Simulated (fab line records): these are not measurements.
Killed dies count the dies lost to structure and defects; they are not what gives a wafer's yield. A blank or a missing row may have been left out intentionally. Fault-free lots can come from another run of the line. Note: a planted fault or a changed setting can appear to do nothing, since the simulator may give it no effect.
fab line records ; flow berkeley_cmos170
record lots=7; wafers=21; last_day=12
route steps=331 shown PLDD@156 NLDD@158 SPACER@171 PSD@175
lots that met no fault: from a run of the same line without faults
start_h: hours from the record's first day to the start of the lot's first wafer shown ; wait_h: time in hours since the lot's previous step ; " the same as in the row above ; L1.1+2: several wafers, shown together as one row ; - no value present, or no start provided ; * or withheld: withheld ; < > ~ a bound
route shown NAME@n: names a module that has steps shown in the file, with the first one's number in the route ; usual: mean and standard deviation over wafers with no fault ; same: alike in all rows ; chamber/n: place in a boat ; sites: the reading at each site ; _std_site: standard deviation across them ; _edge_site: mean of outer sites minus mean of inner sites ; radius_mm: for every site, how far away it sits from the centre of the wafer ; mask NAME#n: copy n ; behind: the tool/chamber that last shaped the wafer ; hold: why the lot went on hold/how many hours it stayed there/how the hold came to an end ; device: the n, p or np transistor that did not switch ; end of line: the same wafers' tests at the end of the route ; a step without rows: its recipe alone ; killed: dies that structure and defects cost at the first sort, which is not the same as the wafer's yield ; map: per-die view of a wafer (x killed, . not killed, _ where there is no die)
set.NAME: the run value of the setting; set.NAME@STEP: its run value at that earlier step ; model.NAME: the simulator's own value behind a step, which no gauge read
lots at selected steps of the route; one table per step, one row per wafer
services: from which hour (start_h, from the record's first day; less than 0 if before it) a tool's chamber was out of use, for how many hours, and why
## steps
# step UCB170_PLDD_TW_MEAS_11
# usual PLDD_TW=1016/9.5
lot.wafer;tool;chamber;start_h;wait_h;PLDD_TW
L299.1;film_metro-01;-;125.40;0.1;1012
L299.2;film_metro-01;-;125.40;0.1;1009
L299.6;film_metro-01;-;125.40;0.1;1011
L300.1;film_metro-01;-;139.82;0.1;1008
L300.4;film_metro-01;-;139.82;0.1;1008
L300.6;film_metro-01;-;139.82;0.1;1004
L303.4;film_metro-04;-;147.91;0.1;1020
L303.5;film_metro-04;-;147.91;0.1;1022
L303.6;film_metro-04;-;147.91;0.1;1017
L304.1;film_metro-01;-;160.09;0.1;1011
L304.3;film_metro-01;-;160.09;0.1;1009
L304.5;film_metro-01;-;160.09;0.1;1010
L306.2;film_metro-01;-;166.71;0.1;1004
L306.4;film_metro-01;-;166.71;0.1;1005
L306.6;film_metro-01;-;166.71;0.1;1008
L314.2;film_metro-04;-;212.05;0.1;1025
L314.5;film_metro-04;-;212.05;0.1;1029
L314.6;film_metro-04;-;212.05;0.1;1031
L320.1;film_metro-01;-;239.13;0.1;1004
L320.2;film_metro-01;-;239.13;0.1;1004
L320.6;film_metro-01;-;239.13;0.1;1006
# step UCB170_PLDD_CLEAN_12
# recipe chemistry=SPM; temp_c=120; time_s=600
# step UCB170_NLDD_HMDS_00
# recipe prime_time_s=60; prime_temp_c=100
# step UCB170_NLDD_COAT_01
# recipe resist=KrF; spin_rpm=1500; resist_thk_nm=900
# step UCB170_NLDD_SOFTBAKE_02
# recipe resist=KrF; temp_c=130; time_s=60
# step UCB170_NLDD_EXPOSE_03
# recipe mask_id=NSELECT; na=0.5; sigma_outer=0.6; source_shape=conventional; target_cd_nm=1200; dose_mj=30
# step UCB170_NLDD_PEB_04
# recipe peb_temp_c=130; peb_time_s=withheld; resist=KrF
# step UCB170_NLDD_DEVELOP_05
# recipe developer=TMAH; develop_time_s=45; resist=KrF; dev_temp_c=21
# step UCB170_NLDD_CD_MEAS_06
# recipe target_cd_nm=1200
# usual cd_nm=1199.9/1.3
lot.wafer;tool;chamber;start_h;wait_h;cd_nm
L299.1;cd_sem-01;-;126.50;-;1199.4
L299.2;cd_sem-01;-;126.50;-;1198.6
L299.6;cd_sem-01;-;126.50;-;1199.0
L300.1;cd_sem-01;-;141.34;-;1201.2
L300.4;cd_sem-01;-;141.34;-;1198.9
L300.6;cd_sem-01;-;141.34;-;1200.1
L303.4;cd_sem-02;-;149.38;-;1198.1
L303.5;cd_sem-02;-;149.38;-;1199.0
L303.6;cd_sem-02;-;149.38;-;1199.7
L304.1;cd_sem-01;-;161.17;-;1199.0
L304.3;cd_sem-01;-;161.17;-;1200.5
L304.5;cd_sem-01;-;161.17;-;1199.0
L306.2;cd_sem-01;-;168.00;-;1199.8
L306.4;cd_sem-01;-;168.00;-;1200.8
L306.6;cd_sem-01;-;168.00;-;1200.0
L314.2;cd_sem-01;-;213.35;-;1200.4
L314.5;cd_sem-01;-;213.35;-;1199.9
L314.6;cd_sem-01;-;213.35;-;1198.7
L320.1;cd_sem-02;-;240.57;-;1200.4
L320.2;cd_sem-02;-;240.57;-;1198.4
L320.6;cd_sem-02;-;240.57;-;1199.1
# step UCB170_NLDD_OVL_MEAS_07
# usual NLDD_OVL=-2/5.5
lot.wafer;tool;chamber;start_h;wait_h;NLDD_OVL[nm]
L299.1;overlay-01;-;126.62;0.1;-2
L299.2;overlay-01;-;126.62;0.1;-4
L299.6;overlay-01;-;126.62;0.1;-1
L300.1;overlay-02;-;141.46;0.1;0
L300.4;overlay-02;-;141.46;0.1;-4
L300.6;overlay-02;-;141.46;0.1;3
L303.4;overlay-01;-;149.45;0.1;-11
L303.5;overlay-01;-;149.45;0.1;-10
L303.6;overlay-01;-;149.45;0.1;-10
L304.1;overlay-01;-;161.31;0.1;-10
L304.3;overlay-01;-;161.31;0.1;-2
L304.5;overlay-01;-;161.31;0.1;-3
L306.2;overlay-02;-;168.11;0.1;-5
L306.4;overlay-02;-;168.11;0.1;-11
L306.6;overlay-02;-;168.11;0.1;-16
L314.2;overlay-02;-;213.45;0.1;-2
L314.5;overlay-02;-;213.45;0.1;5
L314.6;overlay-02;-;213.45;0.1;1
L320.1;overlay-02;-;240.69;0.1;-9
L320.2;overlay-02;-;240.69;0.1;-1
L320.6;overlay-02;-;240.69;0.1;-4
# step UCB170_NLDD_IMPLANT_08
# recipe species=As; dose_cm2=4.926e+13; energy_kev=30; tilt_deg=7; rotation_deg=0
# step UCB170_NLDD_IMPLANT_09
# recipe species=As; dose_cm2=5e+13; energy_kev=30; tilt_deg=7; rotation_deg=180
# step UCB170_NLDD_STRIP_10
# recipe chemistry=O2; power_w=400; pressure_mtorr=3500; platen_temp_c=withheld; o2_flow_sccm=400; overash_fraction=0.5
# usual chamber_pressure_mTorr=3500/3.3; drypump_motor_current_A=5.7/0.59; oes_product_au=0.735/0.0046; strip_time_to_endpoint_s=21.64/0.063
lot.wafer;tool;chamber;start_h;wait_h;chamber_pressure_mTorr;drypump_motor_current_A;oes_product_au;rf_hours_counter_h;strip_time_to_endpoint_s;model.KrF_of_NLDD_COAT_01.thk_nm
L299.1;plasma_asher-03;1;126.96;0.1;3503;6.0;0.733;37;21.71;0
L299.2;plasma_asher-03;0;126.96;0.1;3499;6.2;0.730;37;21.74;0
L299.6;plasma_asher-03;1;126.96;0.1;3499;6.0;0.729;-;21.69;0
L300.1;plasma_asher-03;0;141.79;0.1;3502;6.2;0.738;38;21.68;0
L300.4;plasma_asher-03;1;141.79;0.1;3501;5.9;0.744;-;21.72;0
L300.6;plasma_asher-03;1;141.79;0.1;3500;6.0;0.741;-;21.73;0
L303.4;plasma_asher-01;0;149.80;0.1;-;-;-;-;-;891.3
L303.5;plasma_asher-01;1;149.80;0.1;-;-;-;-;-;887.7
L303.6;plasma_asher-01;0;149.80;0.1;-;-;-;-;-;888.3
L304.1;plasma_asher-01;0;161.64;0.1;-;-;-;-;-;887.2
L304.3;plasma_asher-01;1;161.64;0.1;-;-;-;-;-;888.3
L304.5;plasma_asher-01;0;161.64;0.1;-;-;-;-;-;889.4
L306.2;plasma_asher-03;1;168.44;0.1;-;-;-;-;-;886
L306.4;plasma_asher-03;0;168.44;0.1;-;-;-;-;-;884.3
L306.6;plasma_asher-03;1;168.44;0.1;-;-;-;-;-;890.1
L314.2;plasma_asher-02;0;213.78;0.1;3495;5.2;0.724;46;21.60;0
L314.5;plasma_asher-02;1;213.78;0.1;3499;5.4;0.743;-;21.73;0
L314.6;plasma_asher-02;0;213.78;0.1;3497;5.2;0.740;-;21.72;0
L320.1;plasma_asher-03;0;241.03;0.1;3499;6.2;0.729;47;21.61;0
L320.2;plasma_asher-03;1;241.03;0.1;3503;6.0;0.734;47;21.60;0
L320.6;plasma_asher-03;0;241.03;0.1;3501;6.2;0.728;-;21.53;0
# step UCB170_NLDD_TW_MEAS_11
# usual NLDD_TW=2229/19
lot.wafer;tool;chamber;start_h;wait_h;NLDD_TW
L299.1;film_metro-03;-;127.06;0.1;2232
L299.2;film_metro-03;-;127.06;0.1;2221
L299.6;film_metro-03;-;127.06;0.1;2224
L300.1;film_metro-01;-;141.89;0.1;2221
L300.4;film_metro-01;-;141.89;0.1;2211
L300.6;film_metro-01;-;141.89;0.1;2221
L303.4;film_metro-03;-;149.90;0.1;2222
L303.5;film_metro-03;-;149.90;0.1;2216
L303.6;film_metro-03;-;149.90;0.1;2227
L304.1;film_metro-03;-;161.74;0.1;2217
L304.3;film_metro-03;-;161.74;0.1;2217
L304.5;film_metro-03;-;161.74;0.1;2232
L306.2;film_metro-04;-;168.55;0.1;2235
L306.4;film_metro-04;-;168.55;0.1;2241
L306.6;film_metro-04;-;168.55;0.1;2227
L314.2;film_metro-01;-;213.89;0.1;2206
L314.5;film_metro-01;-;213.89;0.1;2210
L314.6;film_metro-01;-;213.89;0.1;2206
L320.1;film_metro-03;-;241.13;0.1;2246
L320.2;film_metro-03;-;241.13;0.1;2246
L320.6;film_metro-03;-;241.13;0.1;2234
# step UCB170_NLDD_CLEAN_12
# recipe chemistry=SPM; temp_c=120; time_s=600
# step UCB170_SPACER_CVD_00
# recipe material=SiO2; target_thk_nm=376; temp_c=390; precursor=TEOS/O2; time_s=47; rf_w=550; pressure_mtorr=9000
# usual heater_power_w=255/51; pressure_mtorr=9002/17
lot.wafer;tool;chamber;start_h;wait_h;heater_power_w;pressure_mtorr
L299.1;pecvd-04;0;127.31;0.0;269;8997
L299.2;pecvd-04;1;127.31;0.0;259;9008
L299.6;pecvd-04;2;127.31;0.0;258;8996
L300.1;pecvd-03;2;142.13;0.0;342;8979
L300.4;pecvd-03;1;142.13;0.0;168;9001
L300.6;pecvd-03;0;142.13;0.0;231;9002
L303.4;pecvd-02;2;150.13;0.0;368;9013
L303.5;pecvd-02;1;150.13;0.0;244;8978
L303.6;pecvd-02;0;150.13;0.0;322;9019
L304.1;pecvd-02;0;161.98;0.0;245;8953
L304.3;pecvd-02;1;161.98;0.0;212;8980
L304.5;pecvd-02;0;161.98;0.0;265;8951
L306.2;pecvd-02;1;168.88;0.0;229;9019
L306.4;pecvd-02;2;168.88;0.0;330;8989
L306.6;pecvd-02;2;168.88;0.0;342;9010
L314.2;pecvd-04;0;214.12;0.0;272;9015
L314.5;pecvd-04;0;214.12;0.0;283;8981
L314.6;pecvd-04;2;214.12;0.0;228;8995
L320.1;pecvd-02;0;241.40;0.0;281;9004
L320.2;pecvd-02;2;241.40;0.0;365;8981
L320.6;pecvd-02;2;241.40;0.0;377;8986
# step UCB170_SPACER_ANNEAL_02
# recipe temp_c=900; time_s=1800; ambient=N2
# step UCB170_SPACER_ETCHBACK_03
# recipe stop_on=Si; target=SiO2; chemistry=CHF3/CF4/Ar; CHF3_flow_sccm=50; cf4_flow_sccm=10; Ar_flow_sccm=120; pressure_mtorr=200; rf_w=500; target_depth_a=3760; time_s=100
# usual drypump_motor_current_A=5.56/0.25; mfc_ar_sccm=120.0/0.36; oes_product_au=0.900/0.016; throttle_valve_pct=6.50/0.12
lot.wafer;tool;chamber;start_h;wait_h;drypump_motor_current_A;mfc_ar_sccm;oes_product_au;rf_hours_counter_h;throttle_valve_pct
L299.1;rie_diel-03;0;133.55;0.0;5.30;120.0;0.887;104;6.36
L299.2;rie_diel-03;3;133.55;0.0;5.61;119.6;0.901;102;6.51
L299.6;rie_diel-03;0;133.55;0.0;5.29;119.3;0.894;-;6.37
L300.1;rie_diel-03;1;145.72;0.0;5.89;120.1;0.887;8;6.32
L300.4;rie_diel-03;3;145.72;0.0;5.58;119.4;0.912;-;6.53
L300.6;rie_diel-03;1;145.72;0.0;5.87;120.1;0.892;-;6.32
L303.4;rie_diel-04;1;155.90;0.0;5.61;119.9;0.883;133;6.65
L303.5;rie_diel-04;0;155.90;0.0;5.56;120.1;0.899;-;6.48
L303.6;rie_diel-04;1;155.90;0.0;5.58;119.9;0.891;-;6.66
L304.1;rie_diel-04;0;167.53;0.0;5.60;119.8;0.893;19;6.47
L304.3;rie_diel-04;2;167.53;0.0;5.86;119.8;0.886;66;6.58
L304.5;rie_diel-04;1;167.53;0.0;5.61;120.2;0.882;-;6.65
L306.2;rie_diel-02;3;173.36;0.0;5.76;120.7;0.895;10;6.27
L306.4;rie_diel-02;0;173.36;0.0;5.48;119.6;0.922;76;6.63
L306.6;rie_diel-02;0;173.36;0.0;5.46;119.9;0.920;-;6.62
L314.2;rie_diel-02;2;216.40;0.1;5.04;119.6;0.903;67;6.42
L314.5;rie_diel-02;1;216.40;0.1;5.66;120.3;0.903;-;6.57
L314.6;rie_diel-02;2;216.40;0.1;5.07;119.6;0.922;-;6.40
L320.1;rie_diel-04;1;244.22;0.1;5.59;119.3;0.868;137;6.64
L320.2;rie_diel-04;0;244.22;0.1;5.54;119.5;0.884;23;6.48
L320.6;rie_diel-04;0;244.22;0.1;5.55;120.0;0.894;-;6.49
# step UCB170_PSD_HMDS_00
# recipe prime_time_s=60; prime_temp_c=100
# step UCB170_PSD_COAT_01
# recipe resist=KrF; spin_rpm=1500; resist_thk_nm=900
# step UCB170_PSD_SOFTBAKE_02
# recipe resist=KrF; temp_c=130; time_s=60
# step UCB170_PSD_EXPOSE_03
# recipe mask_id=PSELECT_MOD; na=0.5; sigma_outer=0.6; source_shape=conventional; target_cd_nm=1200; dose_mj=30
# step UCB170_PSD_PEB_04
# recipe peb_temp_c=130; peb_time_s=withheld; resist=KrF
# step UCB170_PSD_DEVELOP_05
# recipe developer=TMAH; develop_time_s=45; resist=KrF; dev_temp_c=21
# step UCB170_PSD_CD_MEAS_06
# recipe target_cd_nm=1200
# usual cd_nm=1199.5/1.3
lot.wafer;tool;chamber;start_h;wait_h;cd_nm
L299.1;cd_sem-01;-;134.65;-;1199.9
L299.2;cd_sem-01;-;134.65;-;1200.0
L299.6;cd_sem-01;-;134.65;-;1199.1
L300.1;cd_sem-01;-;147.12;-;1199.2
L300.4;cd_sem-01;-;147.12;-;1198.4
L300.6;cd_sem-01;-;147.12;-;1199.1
L303.5;cd_sem-01;-;156.94;-;1199.7
L304.1;cd_sem-02;-;168.93;-;1200.6
L306.6;cd_sem-02;-;174.41;-;1199.6
L314.2;cd_sem-01;-;218.11;-;1198.3
L314.5;cd_sem-01;-;218.11;-;1198.6
L314.6;cd_sem-01;-;218.11;-;1199.2
L320.1;cd_sem-02;-;246.40;-;1199.3
L320.2;cd_sem-02;-;246.40;-;1200.1
L320.6;cd_sem-02;-;246.40;-;1198.5
# step UCB170_PSD_OVL_MEAS_07
# usual PSD_OVL=1/5.2
lot.wafer;tool;chamber;start_h;wait_h;PSD_OVL[nm]
L299.1;overlay-02;-;134.77;0.1;-5
L299.2;overlay-02;-;134.77;0.1;0
L299.6;overlay-02;-;134.77;0.1;-2
L300.1;overlay-01;-;147.24;0.1;-8
L300.4;overlay-01;-;147.24;0.1;-5
L300.6;overlay-01;-;147.24;0.1;-6
L303.5;overlay-01;-;157.00;0.0;3
L304.1;overlay-01;-;169.05;0.1;8
L306.6;overlay-02;-;174.46;0.0;-2
L314.2;overlay-01;-;218.22;0.1;11
L314.5;overlay-01;-;218.22;0.1;14
L314.6;overlay-01;-;218.22;0.1;3
L320.1;overlay-02;-;246.52;0.1;-6
L320.2;overlay-02;-;246.52;0.1;-2
L320.6;overlay-02;-;246.52;0.1;-2
# step UCB170_PSD_IMPLANT_08
# recipe species=B; dose_cm2=3e+15; energy_kev=20; tilt_deg=7
# step UCB170_PSD_STRIP_09
# recipe chemistry=O2; power_w=400; pressure_mtorr=3500; platen_temp_c=withheld; o2_flow_sccm=400; overash_fraction=0.5
# usual chamber_pressure_mTorr=3500/3.3; drypump_motor_current_A=5.8/0.47; oes_product_au=0.600/0.0044; strip_time_to_endpoint_s=29.41/0.084
lot.wafer;tool;chamber;start_h;wait_h;chamber_pressure_mTorr;drypump_motor_current_A;oes_product_au;rf_hours_counter_h;strip_time_to_endpoint_s
L299.1;plasma_asher-04;0;134.96;0.1;3499;6.6;0.607;2;29.45
L299.2;plasma_asher-04;1;134.96;0.1;3498;5.6;0.599;2;29.48
L299.6;plasma_asher-04;1;134.96;0.1;3504;5.6;0.605;-;29.47
L300.1;plasma_asher-02;0;147.42;0.1;3494;5.2;0.602;40;29.54
L300.4;plasma_asher-02;0;147.42;0.1;3500;5.2;0.591;-;29.46
L300.6;plasma_asher-02;0;147.42;0.1;3497;5.2;0.596;-;29.46
L303.5;plasma_asher-03;1;157.23;0.1;3498;6.0;0.666;-;55.68
L304.1;plasma_asher-04;1;169.24;0.1;3504;5.5;0.657;5;55.60
L306.6;plasma_asher-02;1;174.68;0.1;3503;5.4;0.664;-;55.88
L314.2;plasma_asher-04;1;218.40;0.1;3490;5.5;0.595;9;29.47
L314.5;plasma_asher-04;1;218.40;0.1;3495;5.6;0.596;-;29.41
L314.6;plasma_asher-04;0;218.40;0.1;3499;6.6;0.598;-;29.40
L320.1;plasma_asher-03;1;246.71;0.1;3499;6.0;0.590;48;29.33
L320.2;plasma_asher-03;0;246.71;0.1;3504;6.3;0.598;48;29.37
L320.6;plasma_asher-03;1;246.71;0.1;3499;5.9;0.601;-;29.34
# step UCB170_PSD_TW_MEAS_10
# usual PSD_TW=2345/20
lot.wafer;tool;chamber;start_h;wait_h;PSD_TW
L299.1;film_metro-04;-;135.06;0.1;2362
L299.2;film_metro-04;-;135.06;0.1;2354
L299.6;film_metro-04;-;135.06;0.1;2355
L300.1;film_metro-03;-;147.52;0.1;2342
L300.4;film_metro-03;-;147.52;0.1;2347
L300.6;film_metro-03;-;147.52;0.1;2344
L303.5;film_metro-03;-;157.30;0.0;30
L304.1;film_metro-01;-;169.34;0.1;30
L306.6;film_metro-01;-;174.77;0.1;30
L314.2;film_metro-04;-;218.51;0.1;2371
L314.5;film_metro-04;-;218.51;0.1;2385
L314.6;film_metro-04;-;218.51;0.1;2379
L320.1;film_metro-04;-;246.81;0.1;2330
L320.2;film_metro-04;-;246.81;0.1;2334
L320.6;film_metro-04;-;246.81;0.1;2350
# step UCB170_PSD_CLEAN_11
# recipe chemistry=SPM; temp_c=120; time_s=600
## services
tool;chamber;start_h;hours;kind
pecvd-02;-;103.34;1.5;repair
rie_diel-04;1;105.22;2.9;repair
plasma_asher-04;-;108.84;9.0;pm
rie_diel-02;0;113.63;4.7;repair
rie_diel-04;-;114.44;0.8;repair
rie_diel-02;3;115.85;3.2;repair
rie_diel-03;3;123.13;4.3;repair
rie_diel-04;1;131.45;6.1;repair
pecvd-02;-;135.50;14.0;pm
pecvd-03;0;145.26;4.6;repair
plasma_asher-02;-;150.46;2.8;pm
rie_diel-03;1;153.07;10.0;repair
plasma_asher-04;-;153.72;8.6;repair
rie_diel-02;3;154.08;1.4;repair
rie_diel-04;3;158.59;4.3;repair
pecvd-02;0;162.10;16.5;repair
pecvd-02;-;177.55;1.5;repair
rie_diel-02;2;178.29;4.7;repair
pecvd-04;1;181.66;6.1;repair
pecvd-02;-;200.75;14.6;pm
rie_diel-02;3;216.03;5.9;repair
plasma_asher-03;-;219.91;0.7;repair
rie_diel-03;-;228.66;0.5;repair
rie_diel-03;-;241.48;15.6;pm
## key
first_sign step=UCB170_NLDD_STRIP_10; reading=tool_record; direction=missing
effect step=UCB170_PSD_STRIP_09; reading=strip_time_to_endpoint_s; direction=up; sigmas=99+; usual=*; struck=*
effect step=UCB170_PSD_TW_MEAS_10; reading=PSD_TW; direction=down; sigmas=99+; usual=2345; struck=30
model_effect step=UCB170_NLDD_STRIP_10; value=KrF_of_NLDD_COAT_01.thk_nm; without=0; struck=888.1
met_at UCB170_NLDD_STRIP_10
struck_wafers L303.4,L303.5,L303.6,L304.1,L304.3,L304.5,L306.2,L306.4,L306.6
later_rows_left_out L303.4,L303.6,L304.3,L304.5,L306.2,L306.4
sort_left_out L303.4,L303.5,L303.6,L304.1,L304.3,L304.5,L306.2,L306.4,L306.6
tester_left_out L303,L304,L306
onset_between 141.79 149.80
fault kind=skipped_step_whole; tool=plasma_asher-01,plasma_asher-03; chamber=-; onset_h=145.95; steps=UCB170_NLDD_STRIP_10; scope=struck_lots_only
# tester_left_out: of these lots the tester's yield and bins aren't shown, on N5 and GAA mostly nor the transistor test; their killed dies are dies lost to structure and defects alone, not to doping, threshold or leakage, so they don't give the yield
# sort_left_out: the simulated sort isn't trusted on such a fault, so these wafers' sort isn't shown, and their yield isn't known
# later_rows_left_out: the simulator's readings of these wafers behind a module that went badly wrong aren't trusted and aren't shown, but for the sort
